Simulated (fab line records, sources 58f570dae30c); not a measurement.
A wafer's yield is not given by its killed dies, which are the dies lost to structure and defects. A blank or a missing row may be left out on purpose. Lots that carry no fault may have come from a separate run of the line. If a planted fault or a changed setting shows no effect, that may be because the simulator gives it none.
Which tool is to blame? | flow berkeley-cmos170 | 42 wafers from 14 lots sampled at 5 of the route's 331 steps

== WHAT THE GAUGES SHOWED, per wafer ==
UCB170_NWELL_THK_MEAS_02. Usual: NWELL_OXIDE_THK 26.2 nm, standard deviation 0.5.
lot  | measured    | on            | NWELL_OXIDE_THK (nm) | flag
L526 | day 2 10:09 | film-metro-03 | 27.3 27.0 26.9       |
L527 | day 2 19:14 | film-metro-04 | 25.3 25.8 25.5       |
L528 | day 2 19:14 | film-metro-03 | 25.2 25.7 26.0       |
L530 | day 3 02:15 | film-metro-04 | 26.1 26.1 26.2       |
L529 | day 3 06:22 | film-metro-03 | 25.6 25.4 25.3       |
L531 | day 3 12:35 | film-metro-01 | 26.5 26.5 26.8       |
L533 | day 3 21:07 | film-metro-04 | 25.4 25.9 26.0       |
L534 | day 4 02:48 | film-metro-01 | 26.3 25.7 26.1       |
L536 | day 4 02:49 | film-metro-04 | 25.7 25.9 25.9       |
L540 | day 5 07:39 | film-metro-03 | 25.9 26.7 26.3       |
L544 | day 6 06:11 | film-metro-01 | 26.6 26.1 26.0       |
L546 | day 6 17:14 | film-metro-01 | 26.6 26.4 26.4       |
L547 | day 6 17:15 | film-metro-03 | 26.3 27.0 26.7       |
L548 | day 7 01:16 | film-metro-03 | 26.0 26.6 26.2       |

UCB170_ACTIVE_THK_MEAS_06. Usual: ACTIVE_NITRIDE_THK 218.5 nm, standard deviation 2.2.
lot  | measured    | on            | ACTIVE_NITRIDE_THK (nm) | flag
L526 | day 5 00:46 | film-metro-02 | 219.1 219.5 217.5       |
L527 | day 5 00:41 | film-metro-02 | 215.8 218.0 217.0       |
L528 | day 5 00:41 | film-metro-03 | 218.7 220.4 218.1       |
L530 | day 5 10:12 | film-metro-02 | 218.3 217.2 218.6       |
L529 | day 5 10:13 | film-metro-03 | 216.6 218.0 217.1       |
L531 | day 6 03:50 | film-metro-02 | 217.3 218.4 218.2       |
L533 | day 6 08:25 | film-metro-03 | 215.0 217.0 217.0       |
L534 | day 6 20:46 | film-metro-02 | 431.8 429.4 430.4       | OFF
L536 | day 6 18:41 | film-metro-01 | 218.9 219.8 216.7       |
L540 | day 7 15:18 | film-metro-03 | 219.9 217.2 217.3       |
L544 | day 8 16:52 | film-metro-03 | 442.2 443.8 440.1       | OFF
L546 | day 9 13:29 | film-metro-03 | 217.5 218.2 219.2       |
L547 | day 9 13:26 | film-metro-03 | 217.8 220.7 218.9       |
L548 | day 9 13:34 | film-metro-01 | 221.3 220.1 219.4       |

UCB170_ACTIVE_CD_MEAS_90: the cd target is 1200 nm. Usual: cd-nm at 1200.1 nm, with a standard deviation of 1.4.
lot  | measured    | on        | cd-nm (nm)           | flag
L526 | day 5 05:04 | cd-sem-02 | 1202.1 1199.6 1202.8 |
L527 | day 5 04:47 | cd-sem-02 | 1199.7 1198.0 1198.0 |
L528 | day 5 04:55 | cd-sem-02 | 1195.9 1196.1 1196.6 |
L530 | day 5 11:42 | cd-sem-01 | 1201.3 1202.2 1202.2 |
L529 | day 5 11:30 | cd-sem-02 | 1200.4 1201.7 1203.5 |
L531 | day 6 05:47 | cd-sem-02 | 1201.3 1202.9 1201.5 |
L533 | day 6 10:30 | cd-sem-01 | 1199.6 1199.6 1198.7 |
L534 | day 6 22:19 | cd-sem-01 | 1199.8 1199.0 1198.6 |
L536 | day 6 20:34 | cd-sem-01 | 1199.0 1199.0 1198.8 |
L540 | day 7 16:52 | cd-sem-02 | 1199.6 1198.6 1200.1 |
L544 | day 8 18:51 | cd-sem-02 | 1201.8 1200.5 1201.6 |
L546 | day 9 15:29 | cd-sem-02 | 1202.1 1202.4 1201.3 |
L547 | day 9 15:11 | cd-sem-02 | 1199.4 1200.6 1201.6 |
L548 | day 9 16:17 | cd-sem-02 | 1202.1 1200.2 1201.5 |

== TOOL THAT RAN EACH LOT (tool first, then ch and the chambers of the sampled wafers, then the start) ==
lot  | UCB170_ACTIVE_CVD_05       | UCB170_ACTIVE_ETCH_15
L526 | lpcvd-02 ch 0, day 4 22:46 | rie-diel-03 ch 0,1, day 5 03:59
L527 | lpcvd-02 ch 0, day 4 22:46 | rie-diel-01 ch 1,3, day 5 03:44
L528 | lpcvd-02 ch 1, day 4 22:46 | rie-diel-02 ch 1,3, day 5 03:52
L530 | lpcvd-02 ch 0, day 5 08:17 | rie-diel-01 ch 1,2, day 5 11:30
L529 | lpcvd-02 ch 0, day 5 08:17 | rie-diel-02 ch 1,3, day 5 11:16
L531 | lpcvd-01 ch 0, day 6 01:55 | rie-diel-01 ch 1,2,3, day 6 05:35
L533 | lpcvd-02 ch 1, day 6 06:30 | rie-diel-01 ch 1,2,3, day 6 10:18
L534 | lpcvd-02 ch 1, day 6 16:46 | rie-diel-01 ch 1,2,3, day 6 22:07
L536 | lpcvd-02 ch 1, day 6 16:46 | rie-diel-02 ch 1,3, day 6 20:20
L540 | lpcvd-02 ch 1, day 7 13:22 | rie-diel-02 ch 0,1,2, day 7 16:37
L544 | lpcvd-02 ch 1, day 8 12:34 | rie-diel-02 ch 0,1,3, day 8 18:23
L546 | lpcvd-01 ch 1, day 9 10:32 | rie-diel-02 ch 0,1,2, day 9 15:11
L547 | lpcvd-01 ch 0, day 9 10:32 | rie-diel-03 ch 0,1,3, day 9 14:54
L548 | lpcvd-01 ch 1, day 9 10:32 | rie-diel-03 ch 0,2,3, day 9 16:05
- UCB170_ACTIVE_CVD_05: deposits Si3N4 from SiH2Cl2/NH3, target thk 220 nm, time 3300 s.
- UCB170_ACTIVE_ETCH_15: etches Si3N4 in CH3F/Ar/O2, stops on SiO2, target depth 242 nm, time 151 s.

== WHAT THE TOOLS THEMSELVES READ (means of the sampled wafers that have a number; where no wafer has one, the mark that the record gives instead) ==
UCB170_ACTIVE_CVD_05. Usual: susceptor-temp-C at 800.0 C, with a standard deviation of 0.33.
lot  | tool     | susceptor-temp-C (C) | flag
L526 | lpcvd-02 | 800.1                |
L527 | lpcvd-02 | 800.1                |
L528 | lpcvd-02 | 800.0                |
L530 | lpcvd-02 | 800.1                |
L529 | lpcvd-02 | 800.5                |
L531 | lpcvd-01 | 799.9                |
L533 | lpcvd-02 | 799.7                |
L534 | lpcvd-02 | 799.7                |
L536 | lpcvd-02 | 799.9                |
L540 | lpcvd-02 | 800.0                |
L544 | lpcvd-02 | 799.9                |
L546 | lpcvd-01 | 799.8                |
L547 | lpcvd-01 | 799.3                |
L548 | lpcvd-01 | 800.1                |

UCB170_ACTIVE_ETCH_15. Usual: drypump-motor-current-A 5.5 A, standard deviation 0.52; oes-product-au 0.937 a.u., standard deviation 0.014; throttle-valve-pct 8.06 %, standard deviation 0.14.
lot  | tool        | drypump-motor-current-A (A) | oes-product-au (a.u.) | throttle-valve-pct (%) | flag
L526 | rie-diel-03 | 4.9                         | 0.940                 | 8.00                   |
L527 | rie-diel-01 | 6.0                         | 0.947                 | 8.31                   |
L528 | rie-diel-02 | 5.0                         | 0.926                 | 8.04                   |
L530 | rie-diel-01 | 6.2                         | 0.942                 | 8.08                   |
L529 | rie-diel-02 | 5.2                         | 0.928                 | 7.93                   |
L531 | rie-diel-01 | 6.1                         | 0.945                 | 8.20                   |
L533 | rie-diel-01 | 6.1                         | 0.939                 | 8.20                   |
L534 | rie-diel-01 | 6.1                         | 0.999                 | 8.19                   | OFF
L536 | rie-diel-02 | 5.0                         | 0.923                 | 8.02                   |
L540 | rie-diel-02 | 5.5                         | 0.934                 | 7.98                   |
L544 | rie-diel-02 | 5.2                         | 0.993                 | 8.04                   | OFF
L546 | rie-diel-02 | 5.5                         | 0.940                 | 7.98                   |
L547 | rie-diel-03 | 5.0                         | 0.940                 | 7.97                   |
L548 | rie-diel-03 | 5.1                         | 0.948                 | 8.03                   |

== THE ANSWER, worked out from the rows above alone ==
Rule: a lot is off if the mean of its wafers that have a number lies more than 3 standard deviations from the usual mean. A lot without any number at a reading at which 4 lots or more have one is off too. Where the step has rows for the other lots, those lots are counted as sound. Order of review: gauges by route order, followed by the tools' own readings, for which a lot's mean as printed above is used. The first step at which some lot is off is used, and at that step the reading that is off furthest; a lot without a number counts as furthest.
Off: L534, L544, at UCB170_ACTIVE_THK_MEAS_06 (ACTIVE_NITRIDE_THK).
A tool fits if, at a process step before that reading, it ran every lot that is off, and no sound lot after the first of them. Not tried: the gauges at UCB170_ACTIVE_THK_MEAS_06; whatever is off there is also off at UCB170_ACTIVE_ETCH_15, on other tools, and gauge error can't account for it. No candidate that was tried fits.

== WHAT HAD BEEN PUT IN BY THE SIMULATOR ==
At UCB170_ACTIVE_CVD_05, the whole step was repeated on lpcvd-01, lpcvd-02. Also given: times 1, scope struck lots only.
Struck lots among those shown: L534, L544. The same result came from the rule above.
